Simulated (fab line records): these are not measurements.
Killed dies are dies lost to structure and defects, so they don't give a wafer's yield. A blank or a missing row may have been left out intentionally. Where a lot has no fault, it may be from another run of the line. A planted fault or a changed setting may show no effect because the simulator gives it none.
Which of the tools did it? / flow rit-cmos / 15 lots, 45 wafers sampled, at 1 step of a route of 202

WHAT THE GAUGES SHOWED, per wafer
The record holds no reading of a measuring or inspecting step that can be judged against a usual standard deviation.

WHAT TOOL EACH LOT RAN ON (gives the tool, then ch and the chambers of the sampled wafers, and finally the start)
lot=L119; RIT_NWELL_PEB_04=litho-track-02 ch 0, day 2 06:31
lot=L123; RIT_NWELL_PEB_04=litho-track-03 ch 0, day 3 01:56
lot=L124; RIT_NWELL_PEB_04=litho-track-02 ch 0, day 3 07:52
lot=L125; RIT_NWELL_PEB_04=litho-track-03, day 3 12:28
lot=L126; RIT_NWELL_PEB_04=litho-track-01, day 3 17:22
lot=L127; RIT_NWELL_PEB_04=litho-track-02, day 3 21:51
lot=L131; RIT_NWELL_PEB_04=litho-track-02 ch 0, day 4 19:09
lot=L132; RIT_NWELL_PEB_04=litho-track-02 ch 0, day 4 22:58
lot=L133; RIT_NWELL_PEB_04=litho-track-03 ch 0, day 5 04:40
lot=L134; RIT_NWELL_PEB_04=litho-track-02 ch 0, day 5 08:56
lot=L135; RIT_NWELL_PEB_04=litho-track-01 ch 0, day 5 14:50
lot=L137; RIT_NWELL_PEB_04=litho-track-01 ch 0, day 6 00:25
lot=L138; RIT_NWELL_PEB_04=litho-track-03 ch 0, day 6 05:08
lot=L139; RIT_NWELL_PEB_04=litho-track-01 ch 0, day 6 10:47
lot=L140; RIT_NWELL_PEB_04=litho-track-02 ch 0, day 6 15:01
- RIT_NWELL_PEB_04

WHAT THE TOOLS THEMSELVES READ (means of the sampled wafers that have a number; where no wafer has one, the mark that the record gives instead)
RIT_NWELL_PEB_04.
lot=L119; tool=litho-track-02; exhaust-pa (Pa)=46.0
lot=L123; tool=litho-track-03; exhaust-pa (Pa)=44.0
lot=L124; tool=litho-track-02; exhaust-pa (Pa)=46.6
lot=L125; tool=litho-track-03; exhaust-pa (Pa)=-
lot=L126; tool=litho-track-01; exhaust-pa (Pa)=-
lot=L127; tool=litho-track-02; exhaust-pa (Pa)=-
lot=L131; tool=litho-track-02; exhaust-pa (Pa)=45.4
lot=L132; tool=litho-track-02; exhaust-pa (Pa)=45.6
lot=L133; tool=litho-track-03; exhaust-pa (Pa)=43.6
lot=L134; tool=litho-track-02; exhaust-pa (Pa)=44.4
lot=L135; tool=litho-track-01; exhaust-pa (Pa)=44.2
lot=L137; tool=litho-track-01; exhaust-pa (Pa)=45.5
lot=L138; tool=litho-track-03; exhaust-pa (Pa)=46.0
lot=L139; tool=litho-track-01; exhaust-pa (Pa)=43.9
lot=L140; tool=litho-track-02; exhaust-pa (Pa)=45.2

THE ANSWER, worked out from the rows above alone
Rule: the usual values come from the lots themselves. Put in order of their means at a reading, lots are off if they are a third of the lots or fewer, leave a main group of 4 or more, and stand apart from it by a gap of 3 or more times the standard deviation of the main group's means; of several such gaps the widest counts. A main group is skipped when, at the precision printed for the reading in the tables above, its means are all equal. Also off: a lot with no number at a reading for which 4 or more lots have one. All remaining lots with rows at the step are treated as sound. The gauges are gone through in route order, then the tools' own readings, and for those a lot's mean is taken as printed above. At the first step where some lot is off, the reading lying furthest off is the one used; lots without a number count as furthest.
Off: L125, L126, L127, at RIT_NWELL_PEB_04 (exhaust-pa). Without a number there: L125, L126, L127. Main group: mean 45.0 Pa, sd 0.94.
If a tool, at that step or one of the process steps before it, ran each lot that is off and ran no sound lot following the first of them, it fits. No candidate that was tried fits.

WHAT WAS PUT IN BY THE SIMULATOR
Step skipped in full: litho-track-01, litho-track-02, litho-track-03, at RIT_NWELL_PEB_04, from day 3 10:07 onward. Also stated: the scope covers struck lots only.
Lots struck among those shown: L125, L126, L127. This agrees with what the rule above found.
